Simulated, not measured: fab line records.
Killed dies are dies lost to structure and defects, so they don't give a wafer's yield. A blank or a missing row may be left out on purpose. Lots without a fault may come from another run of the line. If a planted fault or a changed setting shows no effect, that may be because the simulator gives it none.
Chamber matching ; flow ritCmos ; 4 sister chambers for RIT_GATE_ETCH_19 on rieSi-01
The step etches poly-Si in SF6/CHF3/O2, stops on SiO2, time 165 s, target depth 312.5 nm. 8 wafers are shown with their chamber, then 7 later ones without.

== WAFERS WITH THEIR CHAMBER ==
wafer;chamber;drypumpMotorCurrentA (A);throttleValvePct (%)
L674.1;2;5.3;10.39
L674.5;0;6.1;10.18
L675.3;0;6.1;10.17
L683.1;1;6.2;10.16
L683.2;2;5.3;10.39
L683.5;3;4.6;10.39
L687.1;1;6.1;10.17
L687.2;3;4.6;10.38

== WAFERS WITH NO CHAMBER GIVEN ==
wafer;drypumpMotorCurrentA (A);throttleValvePct (%)
L687.5;5.2;10.37
L691.1;6.1;10.16
L691.2;6.1;10.18
L691.6;5.3;10.39
L693.2;5.2;10.38
L693.5;6.1;10.17
L693.6;5.3;10.40

== EACH ONE'S CHAMBER ==
wafer;from the rows above;in truth
L687.5;2;2
L691.1;can't be placed: 1 or 0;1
L691.2;0;0
L691.6;2;2
L693.2;2;2
L693.5;can't be placed: 0 or 1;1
L693.6;2;2
Correct placement for 5 of the 7. Cannot be placed on the basis of these rows: 2; the candidates contain the true chamber in 2. 0 placed wrongly.
How it was worked out, from the rows above alone: a wafer's distance from a chamber is the root of the sum, over the readings, of the square of ((its reading less the chamber's mean) divided by the reading's scatter). The wafer belongs to the nearest chamber; if the next one is less than 2 further off, it can't be placed. The mean given for a chamber averages the wafers shown for that chamber. The scatter: take each reading less its chamber's mean, square it, sum over the shown wafers, divide by the number of wafers less the number of chambers, and take the root.
